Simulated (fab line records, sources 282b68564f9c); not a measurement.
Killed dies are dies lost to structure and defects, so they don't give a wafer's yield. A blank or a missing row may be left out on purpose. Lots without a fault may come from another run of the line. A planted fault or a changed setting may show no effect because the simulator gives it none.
Problem report in the 8D (eight disciplines) form, filled by code | flow rit_cmos | the parts of the form that need people (team, actions taken, sign-off) are left out

1. THE PROBLEM
killed_at_contacts at RIT_M1_PROBE_99 reads a mean of 256.1 on 9 wafers of 3 lots; wafers without a fault read 0.1 with a standard deviation of 0.3. That is +99 or more standard deviations from the usual mean.
First seen on wafer L951.2, day 6 17:48, on prober-01. The record holds 9 wafers of 3 lots with a number at this step. Rule for "out", or "out of limits": more than 4 standard deviations from the usual mean. The other wafers with a number count as sound.

2. WHAT IT IS AND WHAT IT IS NOT
question                    | is                                             | is not
which readings at this step | killed_at_contacts, killed_dies, killed_on_rim | killed_at_front_end, killed_open
which lots                  | L951, L952, L953                               | -
which wafers of those lots  | all that have a number                         | -
read on which tools         | prober-01, prober-02                           | -
when                        | from day 6 17:48                               | up to then (0 sound wafers)

3. SUSPECTS, AND WHAT RULES EACH OUT
Counting: a tool at a process step up to the reading stays a suspect if it ran every lot that is out and no sound lot after the first of them.
- rie_diel-03 at RIT_CONTACT_ETCH_11 (etches SiO2 in CHF3/CF4/Ar, stops on TiSi2, target depth 480 nm, time 320 s): kept. It ran every lot that is out, first L951 (day 6 12:50), and no sound lot after that.
Left after counting: rie_diel-03 at RIT_CONTACT_ETCH_11.

4. THE CAUSE (what the simulator had put in)
Skipped step whole: rie_diel-03, from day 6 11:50 on, at RIT_CONTACT_ETCH_11. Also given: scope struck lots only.
Counting left only this tool.

5. THE CHAIN OF EFFECTS, in route order
Each row: a reading whose mean over the struck wafers that have a number lies more than 3 standard deviations from the usual. Only readings for which the record gives a usual standard deviation are gone through. hours: the time from each lot's start at the first step in this table that gives one to its start at this step, as a median over the lots. sigmas: the change in usual standard deviations.
hours | step            | reading            | usual | on struck wafers | change | sigmas
0     | RIT_M1_PROBE_99 | killed_at_contacts | 0.1   | 256.1            | +256.0 | +99 or more
0     | RIT_M1_PROBE_99 | killed_dies        | 7     | 264              | +257   | +78
0     | RIT_M1_PROBE_99 | killed_on_rim      | 2.2   | 70.0             | +67.8  | +48
The process steps in it:
- RIT_M1_PROBE_99
Readings that are blank on the struck wafers while sound wafers have them: CHF3_flow_sccm at RIT_CONTACT_ETCH_11; O2_flow_sccm at RIT_CONTACT_ETCH_11; drypump_motor_current_A at RIT_CONTACT_ETCH_11; oes_product_au at RIT_CONTACT_ETCH_11; throttle_valve_pct at RIT_CONTACT_ETCH_11; cd_nm at RIT_CONTACT_CD_MEAS_90.

6. WHAT WOULD HAVE CAUGHT IT SOONER
In this record the first reading out of limits was taken at day 6 17:48, 6 hours after the fault began at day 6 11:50.
Between RIT_CONTACT_ETCH_11 and RIT_M1_PROBE_99, RIT_CONTACT_CD_MEAS_90 gave no cd_nm on the struck wafers, where sound wafers have one: a measuring or inspecting step that comes back empty is itself a sign.
At RIT_CONTACT_ETCH_11 the tool's readings are blank on the struck wafers, where sound wafers have them: an empty tool record is the first sign, and it was there at once.
Of the lots that are out (3), L952, L953 began RIT_CONTACT_ETCH_11 on rie_diel-03 after day 6 17:48. A hold on the tool at that time would have spared those 2.
